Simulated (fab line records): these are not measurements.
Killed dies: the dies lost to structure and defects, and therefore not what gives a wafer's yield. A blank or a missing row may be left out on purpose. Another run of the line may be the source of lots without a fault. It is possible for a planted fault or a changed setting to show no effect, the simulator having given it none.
A struck lot beside a sound one || flow ritCmos || 44 steps out of a route of 202
Sound: these wafers, L409.3, L409.4, L409.6. The struck wafers were L413.2, L413.3, L413.6. At the end, the cause is stated.
Each step with rows lists, per side, the tool, then ch with its chambers, then its first start. Under that, the readings that differ: sound wafers || struck wafers || difference of the means || sigmas: that difference in standard deviations of wafers without a fault.
alike: readings whose means differ by less than 2 such deviations, and words and numbers that are the same on both sides. not compared: withheld readings, readings that some wafer has no value for, bounds like >300 that may hide the same value, and numbers for which the record gives no deviation and whose values overlap.
Wherever a step has rows on one side only, a row that says differs or no value, or a row with sigmas, the two part there. Numbers that don't overlap but have no deviation are shown without sigmas and don't part them. A reading that every wafer of one side lacks parts them only if that side has two wafers or more.

first, 2 steps without rows for these wafers: RIT_NLDD_HARDBAKE_07 (time 60 s); RIT_NLDD_IMPLANT_08.
RIT_NLDD_STRIP_09: strips in O2, time 180 s.
  sound on plasmaAsher-02 ch 0,1, day 4 00:50; struck on plasmaAsher-02 ch 0,1, day 4 16:16
  alike: drypumpMotorCurrentA
  not compared: rfHoursCounterH
RIT_NLDD_TW_MEAS_10:
  struck on filmMetro-04, day 4 16:28; sound on filmMetro-01, day 4 00:58
  alike: NLDD_TW
then, 6 steps without rows for these wafers: RIT_PLDD_HMDS_00 (prime time 60 s); RIT_PLDD_COAT_01 (resist thk 1000 nm); RIT_PLDD_SOFTBAKE_02 (time 60 s); RIT_PLDD_EXPOSE_03 (exposes mask M8, target cd 40900 nm); RIT_PLDD_PEB_04; RIT_PLDD_DEVELOP_05 (develop time 50 s).
RIT_PLDD_OVL_MEAS_06:
  struck on overlay-01, day 4 17:22; sound on overlay-01, day 4 02:00
  alike: PLDD_OVL
then, 1 step without rows for these wafers: RIT_PLDD_HARDBAKE_07 (time 60 s).
RIT_PLDD_IMPLANT_08:
  sound on implanter-03 ch 0, day 4 02:13; struck on implanter-02 ch 0, day 4 17:34
{"reading": "tiltDeg (degrees)", "sound": "7.023 7.017 7.003", "struck": "7.789 7.788 7.802", "difference": "+0.779", "sigmas": "+41"}
  alike: endStationPressureTorr
RIT_PLDD_STRIP_09: strips in O2, time 180 s.
  sound on plasmaAsher-02 ch 0,1, day 4 02:23; struck on plasmaAsher-03 ch 0,1, day 4 17:42
{"reading": "drypumpMotorCurrentA (A)", "sound": "5.6 5.8 5.7", "struck": "6.7 6.3 6.8", "difference": "+0.9", "sigmas": "+2"}
  not compared: rfHoursCounterH
RIT_PLDD_TW_MEAS_10:
  struck on filmMetro-01, day 4 17:53; sound on filmMetro-01, day 4 02:31
  alike: PLDD_TW
then, 4 steps without rows for these wafers: RIT_SPACER_CLEAN_00 (cleans in SC1, time 600 s); RIT_SPACER_CLEAN_01 (cleans in dHF, time 30 s); RIT_SPACER_CLEAN_02 (cleans in SC2, time 600 s); RIT_SPACER_CVD_03 (deposits Si3N4 from SiH2Cl2/NH3, target thk 250 nm, time 3300 s).
RIT_SPACER_THK_MEAS_04:
  struck on filmMetro-02, day 4 20:13; sound on filmMetro-04, day 4 04:52
{"reading": "SPACER_NITRIDE_THK (nm)", "sound": "248.9 247.3 247.3", "struck": "256.0 254.6 252.0", "difference": "+6.4", "sigmas": "+2"}
RIT_SPACER_ETCHBACK_05: etches Si3N4 in SF6/CHF3, stops on SiO2, target depth 250 nm, time 240 s.
  sound on rieDiel-01 ch 1,3, day 4 04:54; struck on rieDiel-01 ch 1,2, day 4 20:16
  alike: drypumpMotorCurrentA, oesProductAu, throttleValvePct
  not compared: rfHoursCounterH
then, 6 steps without rows for these wafers: RIT_NSD_HMDS_00 (prime time 60 s); RIT_NSD_COAT_01 (resist thk 1000 nm); RIT_NSD_SOFTBAKE_02 (time 60 s); RIT_NSD_EXPOSE_03 (exposes mask M9, target cd 40700 nm); RIT_NSD_PEB_04; RIT_NSD_DEVELOP_05 (develop time 50 s).
RIT_NSD_OVL_MEAS_06:
  struck on overlay-01, day 4 21:21; sound on overlay-01, day 4 06:02
  alike: NSD_OVL
then, 2 steps without rows for these wafers: RIT_NSD_HARDBAKE_07 (time 60 s); RIT_NSD_IMPLANT_08.
RIT_NSD_STRIP_09: strips in O2, time 180 s.
  sound on plasmaAsher-03 ch 0,1, day 4 06:25; struck on plasmaAsher-04 ch 0,1, day 4 21:41
  alike: drypumpMotorCurrentA
  not compared: rfHoursCounterH
RIT_NSD_TW_MEAS_10:
  struck on filmMetro-03, day 4 21:52; sound on filmMetro-03, day 4 06:33
  alike: NSD_TW
then, 6 steps without rows for these wafers: RIT_PSD_HMDS_00 (prime time 60 s); RIT_PSD_COAT_01 (resist thk 1000 nm); RIT_PSD_SOFTBAKE_02 (time 60 s); RIT_PSD_EXPOSE_03 (exposes mask M10, target cd 40900 nm); RIT_PSD_PEB_04; RIT_PSD_DEVELOP_05 (develop time 50 s).
RIT_PSD_OVL_MEAS_06:
  struck on overlay-01, day 4 22:47; sound on overlay-02, day 4 07:41
  alike: PSD_OVL
then, 2 steps without rows for these wafers: RIT_PSD_HARDBAKE_07 (time 60 s); RIT_PSD_IMPLANT_08.
RIT_PSD_STRIP_09: strips in O2, time 180 s.
  sound on plasmaAsher-01 ch 0,1, day 4 08:04; struck on plasmaAsher-04 ch 0, day 4 23:13
  alike: drypumpMotorCurrentA
  not compared: rfHoursCounterH
RIT_SDANNEAL_RS_MEAS_06: measures by four-point-probe.
  struck on filmMetro-01, day 5 00:08; sound on filmMetro-04, day 4 08:56
{"reading": "PLDD_RS (ohm/sq)", "sound": "178.6 178.5 179.2", "struck": "- - -", "difference": "no value on the struck wafers", "sigmas": ""}
RIT_M1_PROBE_99:
  struck on prober-01, day 5 07:23; sound on prober-01, day 4 16:14
{"reading": "model.etest.pmosTurned.rOnOhmUm", "sound": "3191 3160 3172", "struck": "3268 3281 3318", "difference": "+115", "sigmas": ""}
{"reading": "model.etest.pmosTurned.driveUaUm", "sound": "206.6 211.3 212.3", "struck": "196.8 193.9 194.5", "difference": -15.0, "sigmas": ""}
  alike: killedAtContacts, killedAtFrontEnd, killedDies, killedOpen, killedShort

== WHERE THEY PART ==
First at RIT_PLDD_IMPLANT_08; last, within this record, at RIT_SDANNEAL_RS_MEAS_06. Later steps at which nothing parts them and some readings are alike: RIT_M1_PROBE_99.

WHY: whatever the simulator had introduced
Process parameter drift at RIT_PLDD_IMPLANT_08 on implanter-02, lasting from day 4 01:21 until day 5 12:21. Setting tiltDeg shifted by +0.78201 from 7. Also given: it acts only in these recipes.
